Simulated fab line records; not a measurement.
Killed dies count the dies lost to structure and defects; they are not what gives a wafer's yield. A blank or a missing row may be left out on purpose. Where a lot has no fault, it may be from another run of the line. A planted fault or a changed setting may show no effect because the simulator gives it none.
Matching of chambers    flow rit cmos    RIT_GATE_ETCH_19 on rie si-02: 4 sister chambers
The step etches poly-Si in SF6/CHF3/O2, stops on SiO2, time 165 s, target depth 312.5 nm. 4 wafers are shown with their chamber, then 8 later ones without.

## WAFERS WITH THEIR CHAMBER
wafer   chamber  drypump motor current A (A)
L939.2  3        5.4
L951.1  1        6.0
L951.3  2        4.9
L953.2  0        6.2

## WAFERS WITHOUT THEIR CHAMBER
wafer   drypump motor current A (A)
L953.5  6.1
L953.6  6.0
L955.1  5.5
L955.3  4.9
L955.5  5.4
L957.2  4.9
L957.3  5.4
L957.6  6.0

## THE CHAMBER EACH PASSED THROUGH
wafer   from the rows above      in truth
L953.5  can't be placed: 1 or 0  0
L953.6  1                        1
L955.1  3                        3
L955.3  2                        2
L955.5  3                        3
L957.2  2                        2
L957.3  3                        3
L957.6  1                        1
Correct placement for 7 of the 8. Not placeable from these rows: 1 (in 1, the candidates include the true chamber). Wrongly placed: 0.
How it was worked out, from the rows above alone: a wafer's distance from a chamber is the root of the sum, over the readings, of the square of ((its reading less the chamber's mean) divided by the reading's scatter). If the next closest chamber is less than 2 further off than the closest, the wafer can't be placed; otherwise it belongs to the closest. Each chamber's mean is taken over the wafers shown for it. The scatter: with one shown wafer a chamber, the root of the mean of the squares of how far each hidden wafer lies from its nearest shown one.
